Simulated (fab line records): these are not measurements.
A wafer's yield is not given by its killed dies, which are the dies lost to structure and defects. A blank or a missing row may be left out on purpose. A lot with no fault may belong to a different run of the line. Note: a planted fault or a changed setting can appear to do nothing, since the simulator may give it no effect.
2 desks looking at one fault	flow berkeley_cmos170	what lay behind the numbers comes last; until then each desk has only its own

== TOOL OWNER'S DESK, rie_metal-02 ==
The tool's own readings at UCB170_M2_METAL_ETCH_18 (etches Al in Cl2/BCl3, stops on SiO2, target depth 1170 nm, time 195 s): means of the sampled wafers that have a number, for each lot that ran on this tool. A lot is out of limits, marked OUT, if its mean lies more than 4 standard deviations from the usual mean; the brackets give that distance.
Columns: A = chamber_pressure_mTorr at UCB170_M2_METAL_ETCH_18, usual 12.002 mTorr; B = drypump_motor_current_A at UCB170_M2_METAL_ETCH_18, usual 5.8 A; C = oes_product_au at UCB170_M2_METAL_ETCH_18, usual 0.848 a.u.; D = run_length_s at UCB170_M2_METAL_ETCH_18, usual 223.6 s; E = throttle_valve_pct at UCB170_M2_METAL_ETCH_18, usual 24.4 %
lot	first seen here	A	B	C	D	E
L738	day 10 08:10	12.010	6.1	0.845	223.3	24.5
L743	day 11 17:55	11.998	5.8	0.827	230.5 (+6.9) OUT	24.2
L747	day 12 09:43	12.019	5.8	0.819	230.6 (+7.0) OUT	24.2
This desk's verdict: out of limits on L743, L747, starting with L743 at day 11 17:55 (run_length_s at UCB170_M2_METAL_ETCH_18). L738 stayed within limits.

== METROLOGY DESK ==
What the gauges read, lot by lot, whatever tool the lot ran on: means of the sampled wafers that have a number. A lot is out of limits, marked OUT, if its mean lies more than 4 standard deviations from the usual mean; the brackets give that distance.
Columns: A = cd_nm at UCB170_M2_CD_MEAS_15, usual 699.6 nm; B = M2_OVL at UCB170_M2_OVL_MEAS_16, usual 0 nm
lot	first seen here	A	B
L729	day 8 10:59	702.6	6
L735	day 9 18:14	700.9	-1
L738	day 10 07:58	699.4	3
L742	day 11 17:25	700.0	-1
L743	day 11 17:41	698.9	2
L747	day 12 09:31	700.7	7
This desk found nothing out of limits on any of the 6 lots.

== ALL TOGETHER ==
An alarm could have come from the tool owner's desk at day 11 17:55, on L743, L747.
Nothing out of limits was seen by the metrology desk.
The metrology desk holds a record of L743, L747, inside its limits.
On rie_metal-02, each named lot ran UCB170_M2_METAL_ETCH_18.

== WHAT THE SIMULATOR PUT IN ==
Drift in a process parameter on rie_metal-02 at UCB170_M2_METAL_ETCH_18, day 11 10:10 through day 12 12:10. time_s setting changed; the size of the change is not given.
Lots struck among those shown: L743, L747.
Time in hours from fault onset to the first out-of-limits reading at each desk: the tool owner's desk, 8.
